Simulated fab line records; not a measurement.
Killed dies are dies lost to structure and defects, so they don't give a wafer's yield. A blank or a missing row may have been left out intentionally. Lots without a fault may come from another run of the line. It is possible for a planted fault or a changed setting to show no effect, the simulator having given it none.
Which of the tools did it? | flow rit_cmos | 39 wafers from 13 lots sampled at 3 of the route's 202 steps

== WHAT THE GAUGES READ, wafer by wafer ==
RIT_CONTACT_CD_MEAS_08: target cd 1000 nm.
lot  | measured    | on        | cd_nm (nm)
L610 | day 3 18:46 | cd_sem-01 | 999.9 1002.3 1002.4
L614 | day 4 10:08 | cd_sem-02 | 995.7 997.9 998.9
L615 | day 4 10:36 | cd_sem-01 | 999.1 998.6 1000.0
L619 | day 5 03:43 | cd_sem-02 | 1152.5 1153.4 1150.4
L621 | day 5 20:43 | cd_sem-02 | 996.7 1000.0 998.9
L624 | day 6 09:37 | cd_sem-01 | 1001.0 1003.2 1001.2
L626 | day 6 21:14 | cd_sem-01 | 1002.1 1004.0 1003.1
L627 | day 6 23:44 | cd_sem-01 | 1000.4 999.8 998.6
L628 | day 7 06:56 | cd_sem-01 | 999.4 1002.9 1000.5
L629 | day 7 08:01 | cd_sem-01 | 1002.1 1003.5 1004.7
L631 | day 7 18:37 | cd_sem-01 | 1005.2 1002.6 1004.3
L632 | day 7 23:17 | cd_sem-01 | 999.1 998.5 1001.5
L633 | day 8 04:49 | cd_sem-01 | 998.3 999.9 999.4

== WHICH TOOL RAN EACH LOT (tool, then ch and the chambers of the sampled wafers, then the start) ==
lot  | RIT_SILICIDE_RTA_04             | RIT_CONTACT_EXPOSE_05
L610 | rtp_anneal-02 ch 0, day 3 17:17 | iline_stepper-02 ch 0, day 3 18:15
L614 | rtp_anneal-01 ch 0, day 4 08:41 | iline_stepper-01 ch 0, day 4 09:32
L615 | rtp_anneal-01 ch 0, day 4 09:09 | iline_stepper-02 ch 0, day 4 10:05
L619 | rtp_anneal-02 ch 0, day 5 02:28 | iline_stepper-02 ch 0, day 5 03:12
L621 | rtp_anneal-01 ch 0, day 5 19:28 | iline_stepper-01 ch 0, day 5 20:12
L624 | rtp_anneal-02 ch 0, day 6 08:22 | iline_stepper-01 ch 0, day 6 09:07
L626 | rtp_anneal-02 ch 0, day 6 19:50 | iline_stepper-01 ch 0, day 6 20:43
L627 | rtp_anneal-01 ch 0, day 6 22:22 | iline_stepper-02 ch 0, day 6 23:14
L628 | rtp_anneal-02 ch 0, day 7 05:41 | iline_stepper-02 ch 0, day 7 06:26
L629 | rtp_anneal-01 ch 0, day 7 06:42 | iline_stepper-02 ch 0, day 7 07:29
L631 | rtp_anneal-01 ch 0, day 7 17:14 | iline_stepper-01 ch 0, day 7 18:06
L632 | rtp_anneal-02 ch 0, day 7 21:49 | iline_stepper-02 ch 0, day 7 22:46
L633 | rtp_anneal-01 ch 0, day 8 03:34 | iline_stepper-02 ch 0, day 8 04:18
- RIT_SILICIDE_RTA_04: time 10 s, ramp up 5 s, ramp down 5 s.
- RIT_CONTACT_EXPOSE_05: exposes mask M11, target cd 1000 nm.

== WHAT THE TOOLS THEMSELVES READ (means of the sampled wafers that have a number; where no wafer has one, the mark that the record gives instead) ==
RIT_SILICIDE_RTA_04.
lot  | tool          | chamber_o2_ppm | wafer_temp_C_max
L610 | rtp_anneal-02 | 1.989          | 652.7
L614 | rtp_anneal-01 | 1.994          | 653.3
L615 | rtp_anneal-01 | 1.983          | 652.8
L619 | rtp_anneal-02 | 1.995          | 654.3
L621 | rtp_anneal-01 | 2.016          | 652.9
L624 | rtp_anneal-02 | 2.005          | 653.7
L626 | rtp_anneal-02 | 1.971          | 653.4
L627 | rtp_anneal-01 | 1.992          | 653.1
L628 | rtp_anneal-02 | 2.029          | 653.1
L629 | rtp_anneal-01 | 1.998          | 653.4
L631 | rtp_anneal-01 | 2.013          | 653.6
L632 | rtp_anneal-02 | 1.995          | 653.1
L633 | rtp_anneal-01 | 2.005          | 653.2

== THE ANSWER, worked out from the rows above alone ==
Rule: usual is defined by the lots themselves. Put in order of their means at a reading, lots are off if they are a third of the lots or fewer, leave a main group of 4 or more, and stand apart from it by a gap of 3 or more times the standard deviation of the main group's means; of several such gaps the widest counts. Not used: any main group whose means are identical at the precision the tables above print for the reading. Also off: a lot with no number at a reading for which 4 or more lots have one. All remaining lots with rows at the step are treated as sound. Order of review: gauges by route order, followed by the tools' own readings, for which a lot's mean as printed above is used. The first step at which some lot is off is used, and at that step the reading that is off furthest; a lot without a number counts as furthest.
Off: L619 (RIT_CONTACT_CD_MEAS_08, cd_nm). The main group has a mean of 1000.7 nm with a standard deviation of 2.
A tool fits if, at a process step before that reading, it ran every lot that is off, and no sound lot after the first of them. Gauges at RIT_CONTACT_CD_MEAS_08: tried the same way as those tools. Of those tried, none fits.

== WHAT THE SIMULATOR HAD INSERTED ==
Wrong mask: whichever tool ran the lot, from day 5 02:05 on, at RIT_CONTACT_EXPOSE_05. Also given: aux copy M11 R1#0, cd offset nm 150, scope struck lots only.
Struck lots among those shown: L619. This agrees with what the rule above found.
